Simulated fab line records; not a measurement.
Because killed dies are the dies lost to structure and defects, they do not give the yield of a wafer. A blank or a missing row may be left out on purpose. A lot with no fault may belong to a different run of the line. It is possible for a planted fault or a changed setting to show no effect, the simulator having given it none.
Commonality check across tools | flow berkeley_cmos170 | 39 wafers sampled across 13 lots

== WHAT PROMPTED THE OPENING ==
At UCB170_PFIELD_TW_MEAS_09 the reading PFIELD_TW is flagged on 2 of 13 lots. Fault-free wafers read 604, with a standard deviation of 7.9.
Rule: a lot is flagged in two cases, either no wafer of it has a number, or all its wafers with numbers fall more than 4 standard deviations from that mean. All remaining lots are regarded as sound.

lot  | measured    | on            | PFIELD_TW, wafer by wafer | flag
L189 | day 4 08:50 | film_metro-04 | 599 598 599               |
L188 | day 4 09:05 | film_metro-03 | 613 612 612               |
L190 | day 4 21:10 | film_metro-03 | 613 614 614               |
L191 | day 5 02:37 | film_metro-03 | 614 614 617               |
L193 | day 5 13:27 | film_metro-04 | 601 598 601               |
L192 | day 5 13:42 | film_metro-03 | 614 615 618               |
L195 | day 5 21:46 | film_metro-03 | 615 616 614               |
L194 | day 5 22:20 | film_metro-01 | 596 599 599               |
L196 | day 6 07:34 | film_metro-03 | 618 614 615               |
L197 | day 6 07:43 | film_metro-01 | 594 594 595               |
L198 | day 6 12:43 | film_metro-01 | 595 597 596               |
L203 | day 7 10:50 | film_metro-04 | 552 547 547               | FLAGGED
L207 | day 8 09:16 | film_metro-04 | 548 551 554               | FLAGGED
Average over the flagged lots: 550; offset from the usual -54, equal to -7 standard deviations.

== TOOL THAT RAN EACH LOT ==
The record keeps 1 process step preceding the reading, out of 331 steps on the route. In each cell: the tool, then ch and the chambers that the sampled wafers went through, then the start.
lot  | flag    | UCB170_PFIELD_IMPLANT_07
L189 |         | implanter-02 ch 0, day 4 08:35
L188 |         | implanter-03 ch 0, day 4 08:52
L190 |         | implanter-03 ch 0, day 4 20:56
L191 |         | implanter-03 ch 0, day 5 02:22
L193 |         | implanter-03 ch 0, day 5 13:14
L192 |         | implanter-04 ch 0, day 5 13:27
L195 |         | implanter-03 ch 0, day 5 21:31
L194 |         | implanter-03 ch 0, day 5 22:07
L196 |         | implanter-02 ch 0, day 6 07:20
L197 |         | implanter-03 ch 0, day 6 07:28
L198 |         | implanter-02 ch 0, day 6 12:28
L203 | FLAGGED | implanter-04 ch 0, day 7 10:35
L207 | FLAGGED | implanter-04 ch 0, day 8 09:02
What these steps do:
- UCB170_PFIELD_IMPLANT_07
- UCB170_PFIELD_TW_MEAS_09

== FLAGGED AGAINST TOTAL, ONE TOOL AT A TIME (gauges that did the reading follow at the end) ==
step                     | tool          | lots run | flagged | share of the flagged lots | sound lots run after its first flagged lot
UCB170_PFIELD_IMPLANT_07 | implanter-02  | 3        | 0       | none                      | -
UCB170_PFIELD_IMPLANT_07 | implanter-03  | 7        | 0       | none                      | -
UCB170_PFIELD_IMPLANT_07 | implanter-04  | 3        | 2       | all                       | 0
UCB170_PFIELD_TW_MEAS_09 | film_metro-01 | 3        | 0       | none                      | -
UCB170_PFIELD_TW_MEAS_09 | film_metro-03 | 6        | 0       | none                      | -
UCB170_PFIELD_TW_MEAS_09 | film_metro-04 | 4        | 2       | all                       | 0

== WHAT THE TABLE ALLOWS ==
Every flagged lot went through 2 rows of the table: implanter-04 at UCB170_PFIELD_IMPLANT_07 and film_metro-04 at UCB170_PFIELD_TW_MEAS_09.
- implanter-04 at UCB170_PFIELD_IMPLANT_07 ran 3 lots, 2 of them flagged. A fault beginning between L192 (day 5 13:27), its last sound lot, and L203 (day 7 10:35), its first flagged one, fits the data. Its own readings lie more than 4 standard deviations out on every wafer of the flagged lots: dose_ions_cm2, faraday_current_uA.
- film_metro-04 at UCB170_PFIELD_TW_MEAS_09 ran 4 lots, 2 of them flagged. A fault beginning between L193 (day 5 13:27), its last sound lot, and L203 (day 7 10:50), its first flagged one, fits the data.
A lot count leaves these 2 tools indistinguishable: every one of them fits a fault beginning at some hour. More lots, or a look at what each step does to the wafer, might.

== WHAT HAD BEEN PUT IN BY THE SIMULATOR ==
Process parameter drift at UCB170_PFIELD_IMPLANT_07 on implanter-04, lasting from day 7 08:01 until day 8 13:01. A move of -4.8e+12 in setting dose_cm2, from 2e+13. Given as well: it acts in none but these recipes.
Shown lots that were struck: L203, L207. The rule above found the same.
